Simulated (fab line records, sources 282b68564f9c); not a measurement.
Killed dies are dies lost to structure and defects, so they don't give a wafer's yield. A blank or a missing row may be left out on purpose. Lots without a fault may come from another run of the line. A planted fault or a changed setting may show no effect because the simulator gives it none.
fab line records | flow rit_cmos
record lots=5 wafers=23
route steps=202 shown M1@184
start_h: hours from the record's first day to the start of the lot's first wafer shown | wait_h: hours since the lot's step before | " the same as in the row above | L1.1+2: a row that stands for several wafers | - no value, or no start given | * or withheld: withheld | < > ~ a bound
route shown NAME@n: a module of which the file shows steps, and the number in the route of the first | usual: mean/standard deviation of fault-free wafers | same: alike in all rows | chamber/n: place in a boat | sites: the reading at each site | _std_site: their standard deviation | _edge_site: outer sites' mean less inner sites' | radius_mm: how far each site lies from the wafer's centre | mask NAME#n: copy n | behind: the tool/chamber that last shaped the wafer | hold: why the lot was held/for how many hours/how that ended | device: the transistor (n, p or np) that didn't switch | end of line: the same wafers' tests at the end of the route | a step without rows: its recipe alone | killed: dies lost to structure and defects at the first sort, not the wafer's yield | map: a wafer's dies, x killed, . not, _ none there
set.NAME: the setting as run; set.NAME@STEP: as run at that earlier step | model.NAME: the simulator's own value behind a step, which no gauge read
lots whose settings were changed on purpose; a table a step, a row a wafer
## steps
# step RIT_M1_SPUTTER_00
# recipe material=Al target_thk_nm=400 power_w=2000 chamber_pressure_pa=0.4 gas=Ar time_s=500 substrate_temp_c=25
# columns lot.wafer tool chamber start_h wait_h set.time_s model.Al_of_M1_SPUTTER_00.thk_nm
L077.2 pvd_sputter-04 - 69.99 0.0 500 398
L077.3 " - " " 500 396.3
L077.5 " - " " 500 397.9
L080.1 pvd_sputter-02 - 86.95 0.0 500 400.7
L080.2 " - " " 452.3 362.6
L080.3 " - " " 452.3 363.5
L080.4 " - " " 500 404.2
L080.5 " - " " 452.3 359.2
L083.1 pvd_sputter-04 - 102.18 0.0 500 408
L083.2 " - " " 500 404.9
L083.3 " - " " 500 405.4
L083.4 " - " " 500 407.2
L083.5 " - " " 500 408.1
L084.1 pvd_sputter-01 - 108.00 0.0 500 401
L084.3 " - " " 500 401.8
L084.4 " - " " 500 404.8
L084.5 " - " " 558 447.2
L084.6 " - " " 558 446.7
L085.1 pvd_sputter-04 - 113.93 0.0 545.8 441.9
L085.3 " - " " 500 408.3
L085.4 " - " " 500 407.3
L085.5 " - " " 545.8 440.1
L085.6 " - " " 545.8 440.5
# step RIT_M1_RS_MEAS_01
# recipe thk_meas_gauge=four-point-probe reads=Al_of_M1_SPUTTER_00
# usual M1_AL_RS=0.0730/0.0006
# columns lot.wafer tool chamber start_h wait_h set.time_s@M1_SPUTTER_00 M1_AL_RS[ohm/sq]
L077.2 film_metro-02 - 70.30 0.2 500 0.0738
L077.3 " - " " 500 0.0741
L077.5 " - " " 500 0.0738
L080.1 film_metro-03 - 87.24 0.1 500 0.0733
L080.2 " - " " 452.3 0.0813
L080.3 " - " " 452.3 0.0809
L080.4 " - " " 500 0.0726
L080.5 " - " " 452.3 0.0820
L083.1 film_metro-03 - 102.48 0.1 500 0.0720
L083.2 " - " " 500 0.0726
L083.3 " - " " 500 0.0725
L083.4 " - " " 500 0.0721
L083.5 " - " " 500 0.0718
L084.1 film_metro-03 - 108.30 0.1 500 0.0733
L084.3 " - " " 500 0.0729
L084.4 " - " " 500 0.0726
L084.5 " - " " 558 0.0656
L084.6 " - " " 558 0.0655
L085.1 film_metro-02 - 114.22 0.1 545.8 0.0664
L085.3 " - " " 500 0.0720
L085.4 " - " " 500 0.0720
L085.5 " - " " 545.8 0.0665
L085.6 " - " " 545.8 0.0667
# step RIT_M1_THK_MEAS_02
# recipe thk_meas_gauge=xrf reads=Al_of_M1_SPUTTER_00
# usual M1_AL_THK=400/3.2
# columns lot.wafer tool chamber start_h wait_h set.time_s@M1_SPUTTER_00 M1_AL_THK[nm]
L077.2 film_metro-02 - 70.41 0.1 500 396
L077.3 " - " " 500 397
L077.5 " - " " 500 396
L080.1 film_metro-03 - 87.36 0.1 500 398
L080.2 " - " " 452.3 360
L080.3 " - " " 452.3 362
L080.4 " - " " 500 402
L080.5 " - " " 452.3 359
L083.1 film_metro-03 - 102.60 0.1 500 405
L083.2 " - " " 500 403
L083.3 " - " " 500 400
L083.4 " - " " 500 402
L083.5 " - " " 500 404
L084.1 film_metro-03 - 108.42 0.1 500 397
L084.3 " - " " 500 398
L084.4 " - " " 500 402
L084.5 " - " " 558 442
L084.6 " - " " 558 444
L085.1 film_metro-02 - 114.34 0.1 545.8 441
L085.3 " - " " 500 408
L085.4 " - " " 500 406
L085.5 " - " " 545.8 437
L085.6 " - " " 545.8 440
# step RIT_M1_DEVELOP_08
# recipe resist=NOVOLAK develop_time_s=68 dev_temp_c=23
# columns lot.wafer tool chamber start_h wait_h set.develop_time_s
L077.2+3+5 litho_track-03 0 - - 68
L080.1+4+5 litho_track-02 0 - - 68
L080.2+3 " 0 " " 64.66
L083.1+3 litho_track-03 0 - - 58.46
L083.2+4+5 " 0 " " 68
L084.1+3+4+5+6 litho_track-04 0 - - 68
L085.1+4+6 litho_track-02 0 - - 76.15
L085.3+5 " 0 " " 68
# step RIT_M1_CD_MEAS_09
# recipe target_cd_nm=2600
# usual cd_nm=2601.4/2.8
# columns lot.wafer tool chamber start_h wait_h set.develop_time_s@M1_DEVELOP_08 cd_nm
L077.2 cd_sem-01 - 71.49 - 68 2601.6
L077.3 " - " " 68 2601.8
L077.5 " - " " 68 2603.1
L080.1 cd_sem-01 - 88.43 - 68 2604.0
L080.2 " - " " 64.66 2605.9
L080.3 " - " " 64.66 2606.8
L080.4 " - " " 68 2601.2
L080.5 " - " " 68 2602.0
L083.1 cd_sem-01 - 103.66 - 58.46 2612.5
L083.2 " - " " 68 2597.8
L083.3 " - " " 58.46 2612.4
L083.4 " - " " 68 2597.1
L083.5 " - " " 68 2597.9
L084.1 cd_sem-01 - 109.39 - 68 2598.8
L084.3 " - " " 68 2601.9
L084.4 " - " " 68 2598.6
L084.5 " - " " 68 2600.0
L084.6 " - " " 68 2602.0
L085.1 cd_sem-01 - 115.32 - 76.15 2590.8
L085.3 " - " " 68 2598.9
L085.4 " - " " 76.15 2591.2
L085.5 " - " " 68 2600.1
L085.6 " - " " 76.15 2589.5
# step RIT_M1_METAL_ETCH_12
# recipe stop_on=SiO2 chemistry=Cl2/BCl3 target=Al time_s=165 over_etch_frac=0.5 pressure_mtorr=100 target_depth_a=6000 rf_w=250 Cl2_flow_sccm=60 bcl3_flow_sccm=50
# columns lot.wafer tool chamber start_h wait_h set.over_etch_frac set.develop_time_s@M1_DEVELOP_08 model.NOVOLAK_of_M1_COAT_04.thk_nm model.M1.cd_nm
L077.2 rie_metal-01 0 71.95 0.2 0.5 68 807.6 2602
L077.3 " 1 " " 0.5 68 805.6 2601
L077.5 " 1 " " 0.5 68 801.1 2603
L080.1 rie_metal-01 0 88.83 0.2 0.5 68 812.7 2604
L080.2 " 1 " " 0.5 64.66 - 2604
L080.3 " 0 " " 0.5394 64.66 - 2605
L080.4 " 1 " " 0.5 68 803.8 2600
L080.5 " 0 " " 0.5394 68 - 2601
L083.1 rie_metal-01 0 104.12 0.2 0.5396 58.46 799.3 2612
L083.2 " 1 " " 0.5 68 803.6 2597
L083.3 " 1 " " 0.5 58.46 805 2611
L083.4 " 0 " " 0.5396 68 796.4 2595
L083.5 " 1 " " 0.5396 68 791.4 2596
L084.1 rie_metal-02 0 109.84 0.2 0.6079 68 781.2 2597
L084.3 " 1 " " 0.6079 68 779.6 2599
L084.4 " 0 " " 0.5 68 801.6 2600
L084.5 " 1 " " 0.5 68 - 2600
L084.6 " 0 " " 0.6079 68 - 2601
L085.1 rie_metal-01 0 115.72 0.2 0.5 76.15 - 2591
L085.3 " 0 " " 0.5 68 806 2600
L085.4 " 1 " " 0.5 76.15 799 2591
L085.5 " 0 " " 0.5 68 - 2600
L085.6 " 1 " " 0.5 76.15 - 2588
# step RIT_M1_STRIP_13
# recipe chemistry=nmp resist=NOVOLAK temp_c=80 time_s=600 dry=n2_spin
# step RIT_M1_STRIP_14
# recipe chemistry=O2 time_s=180 platen_temp_c=withheld power_w=500 pressure_mtorr=4000 o2_flow_sccm=4000
# step RIT_M1_CD_MEAS_90
# recipe target_cd_nm=2600
# usual cd_nm=2601/3
# columns lot.wafer tool chamber start_h wait_h set.develop_time_s@M1_DEVELOP_08 cd_nm
L077.2 cd_sem-01 - 72.48 0.1 68 2602
L077.3 " - " " 68 2601
L077.5 " - " " 68 2603
L080.1 cd_sem-02 - 89.34 0.1 68 2604
L080.2 " - " " 64.66 2604
L080.3 " - " " 64.66 2605
L080.4 " - " " 68 2600
L080.5 " - " " 68 2602
L083.1 cd_sem-01 - 104.63 0.1 58.46 2612
L083.2 " - " " 68 2596
L083.3 " - " " 58.46 2611
L083.4 " - " " 68 2595
L083.5 " - " " 68 2596
L084.1 cd_sem-02 - 110.35 0.1 68 2597
L084.3 " - " " 68 2599
L084.4 " - " " 68 2600
L084.5 " - " " 68 2600
L084.6 " - " " 68 2601
L085.1 cd_sem-01 - 116.24 0.1 76.15 2591
L085.3 " - " " 68 2599
L085.4 " - " " 76.15 2591
L085.5 " - " " 68 2601
L085.6 " - " " 76.15 2588
# step RIT_M1_ANNEAL_15
# recipe temp_c=450 time_s=1800 ambient=forming_gas_H2N2
# step RIT_M1_PROBE_99
# columns lot.wafer tool chamber start_h wait_h set.dose_mj@GATE_EXPOSE_13 model.etest.nmos_0p15.r_on_ohm_um model.etest.pmos_0p15.r_on_ohm_um model.etest.pmos_0p3.r_on_ohm_um
L077.2 prober-02 - 76.57 0.1 380 1181 2809 6353
L077.3 prober-02 - 76.62 0.2 380 1168 2794 6305
L077.5 prober-02 - 76.72 0.2 380 1187 2832 6412
L080.1 prober-01 - 91.48 0.1 355.9 1367 3561 6738
L080.2 prober-01 - 91.53 0.1 380 1124 2744 6261
L080.3 prober-01 - 91.58 0.2 380 1228 2982 6526
L080.4 prober-01 - 91.63 0.2 355.9 1485 3898 7099
L080.5 prober-01 - 91.68 0.2 380 1163 2656 6162
L083.1 prober-02 - 106.41 0.1 380 1118 2710 6124
L083.2 prober-02 - 106.46 0.1 395.7 992.9 2202 5881
L083.3 prober-02 - 106.51 0.2 395.7 863.6 1905 5667
L083.4 prober-02 - 106.56 0.2 380 1161 2828 6300
L083.5 prober-02 - 106.61 0.2 395.7 873.2 1984 5781
L084.1 prober-01 - 112.09 0.1 358.1 1391 3501 6678
L084.3 prober-01 - 112.19 0.2 380 1182 2791 6311
L084.4 prober-01 - 112.24 0.2 380 1179 2699 6115
L084.6 prober-01 - 112.34 0.2 380 1156 2735 6247
L085.1 prober-02 - 117.98 0.1 380 1117 2675 6117
L085.3 prober-02 - 118.08 0.2 380 1121 2829 6304
L085.4 prober-02 - 118.13 0.2 380 1123 2838 6296
L085.5 prober-02 - 118.18 0.2 380 1143 2744 6334
L085.6 prober-02 - 118.23 0.2 380 1139 2789 6267
# killed by level:class
L077.2 FOX1:geometric_particle:short=1 SILICIDE:geometric_particle:open=1 SILICIDE:geometric_particle:short=1
L077.3 FOX1:geometric_particle:open=1 GATE:geometric_particle:open=1 SPACER:geometric_particle:open=1 SPACER:geometric_particle:short=1
L077.5 SPACER:geometric_particle:short=2 SILICIDE:geometric_particle:open=2 FOX1:geometric_particle:short=1 FOX1:geometric_particle:open=1 FOX2:geometric_particle:open=1 GATE:geometric_particle:open=1 SILICIDE:geometric_particle:short=1
## key
split step=RIT_M1_SPUTTER_00 setting=time_s stated=500 by=wafer
response step=RIT_M1_SPUTTER_00 reading=model.Al_of_M1_SPUTTER_00.thk_nm change=+3.9 per=1% r=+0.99
response step=RIT_M1_RS_MEAS_01 reading=M1_AL_RS change=-0.000699 per=1% r=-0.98
response step=RIT_M1_THK_MEAS_02 reading=M1_AL_THK change=+3.81 per=1% r=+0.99
split step=RIT_M1_DEVELOP_08 setting=develop_time_s stated=68 by=wafer
response step=RIT_M1_CD_MEAS_09 reading=cd_nm change=-0.92 per=1% r=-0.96
response step=RIT_M1_METAL_ETCH_12 reading=model.M1.cd_nm change=-0.974 per=1% r=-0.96
response step=RIT_M1_CD_MEAS_90 reading=cd_nm change=-0.985 per=1% r=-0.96
split step=RIT_M1_METAL_ETCH_12 setting=over_etch_frac stated=0.5 by=wafer
response step=RIT_M1_METAL_ETCH_12 reading=model.NOVOLAK_of_M1_COAT_04.thk_nm change=-1 per=1% r=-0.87
split outside_this_file step=RIT_GATE_EXPOSE_13 setting=dose_mj
# split outside_this_file: this setting was split too, and the file shows its column; the key of that split is in another file
